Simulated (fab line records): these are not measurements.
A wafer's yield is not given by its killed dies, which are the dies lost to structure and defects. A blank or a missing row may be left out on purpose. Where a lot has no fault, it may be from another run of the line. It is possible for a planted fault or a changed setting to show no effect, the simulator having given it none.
Problem report in the 8D (eight disciplines) form, filled by code + flow berkeleyCmos170 + the parts of the form that need people (team, actions taken, sign-off) are left out

== 1. PROBLEM STATEMENT ==
Wafers without a fault read 700 nm, standard deviation 3.4; cdNm at UCB170_M3_CD_MEAS_90 reads a mean of 684 nm on 3 wafers belonging to 2 lots. Measured from the usual mean, that is -4.8 standard deviations.
The step: target cd 700 nm.
The first sign was on wafer L981.1 at day 10 02:45, on cdSem-02. The record holds 39 wafers of 13 lots with a number at this step. The rule behind "out" and "out of limits": a value lying over 4 standard deviations away from the usual mean. The other wafers with a number count as sound.

== 2. WHAT THIS IS AND IS NOT ==
| question                    | is                     | is not                                                                                                   |
|-----------------------------|------------------------|----------------------------------------------------------------------------------------------------------|
| which readings at this step | cdNm                   | -                                                                                                        |
| which lots                  | L981, L984             | L974, L975, L976, L977, L978, L985, L991, L993, L995, L996, L997                                         |
| which wafers of those lots  | L981.1, L981.6, L984.5 | L981.2, L984.4, L984.6                                                                                   |
| read on which gauges        | cdSem-01, cdSem-02     | -                                                                                                        |
| when                        | from day 10 02:45      | up to then (16 sound wafers); but 20 sound wafers of L984, L985, L991, L993, L995, L996, L997 came after |

== 3. SUSPECTS, AND WHAT RULES EACH OUT ==
Counting: a tool at a process step up to the reading stays a suspect if it ran every lot that is out. Sound lots after the first of them don't rule it out here, since some wafers of a struck lot are sound.
- the gauge at UCB170_M3_CD_MEAS_90 has been ruled out. Those wafers that are out were read across 2 gauges (cdSem-01, cdSem-02).
- plasmaAsher-02 at UCB170_GATE_STRIP_16 (strips in O2): kept. It ran every lot that is out, first L981 (day 8 11:46); its last sound lot up to then is L976 (day 7 13:29).
- plasmaAsher-02 at UCB170_PLDD_STRIP_10 (strips in O2): kept. It ran every lot that is out, first L981 (day 8 14:19); its last sound lot up to then is L978 (day 7 15:04).
- rieMetal-03 at UCB170_M3_METAL_ETCH_18 (etches Al in Cl2/BCl3, stops on SiO2, target depth 1170 nm, time 195 s): kept. It ran every lot that is out, first L981 (day 10 02:28); its last sound lot up to then is L978 (day 9 04:55). Its own readings are out on those wafers: oesProductAu.
- Within plasmaAsher-02 at UCB170_PLDD_STRIP_10, the wafers that are out were processed in chamber 1 and their sound lot-mates in chamber 0.
- Within rieMetal-03 at UCB170_M3_METAL_ETCH_18, the wafers that are out were processed in chamber 0 and their sound lot-mates in chamber 1.
After the count, these remain: plasmaAsher-02 at UCB170_GATE_STRIP_16, plasmaAsher-02 at UCB170_PLDD_STRIP_10 and rieMetal-03 at UCB170_M3_METAL_ETCH_18.

== 4. THE CAUSE (what the simulator had put in) ==
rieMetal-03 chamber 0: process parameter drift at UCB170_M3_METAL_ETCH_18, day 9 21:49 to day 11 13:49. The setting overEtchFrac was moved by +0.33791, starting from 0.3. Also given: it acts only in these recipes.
Counting left 3 suspects, and this tool is among them.

== 5. THE CHAIN OF EFFECTS, in route order ==
Each row: a reading where the mean over the struck wafers with a number is more than 3 standard deviations away from the usual. Scope: only readings with a usual standard deviation given in the record; hours: median across lots of the time from each lot's start at the first step in this table that gives one to its start at this step; sigmas: change in usual standard deviations.
| hours | step                    | reading      | usual      | on struck wafers | change | sigmas |
|-------|-------------------------|--------------|------------|------------------|--------|--------|
| 0     | UCB170_M3_METAL_ETCH_18 | oesProductAu | 0.853 a.u. | 0.732            | -0.121 | -8.1   |
| 0     | UCB170_M3_STRIP_19      | oesProductAu | 0.549 a.u. | 0.355            | -0.194 | -16    |
| 0     | UCB170_M3_CD_MEAS_90    | cdNm         | 700 nm     | 684              | -16    | -4.8   |
It contains these process steps:
- UCB170_M3_METAL_ETCH_18: etches Al in Cl2/BCl3, stops on SiO2, target depth 1170 nm, time 195 s.
- UCB170_M3_STRIP_19: strips in O2.

== 6. HOW IT WOULD HAVE BEEN CAUGHT EARLIER ==
Counted from the fault's start at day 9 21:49, it took 5 hours until the first out-of-limits reading at a measuring or inspecting step in this record, taken at day 10 02:45.
Tool's own readings at UCB170_M3_METAL_ETCH_18, oesProductAu: out on all struck wafers the step has rows for; an alarm limit on them would have tripped on the first.
Of the lots that are out (2), L984 began UCB170_M3_METAL_ETCH_18 on rieMetal-03 after day 10 02:45. A tool hold placed at that time would have kept it from harm.
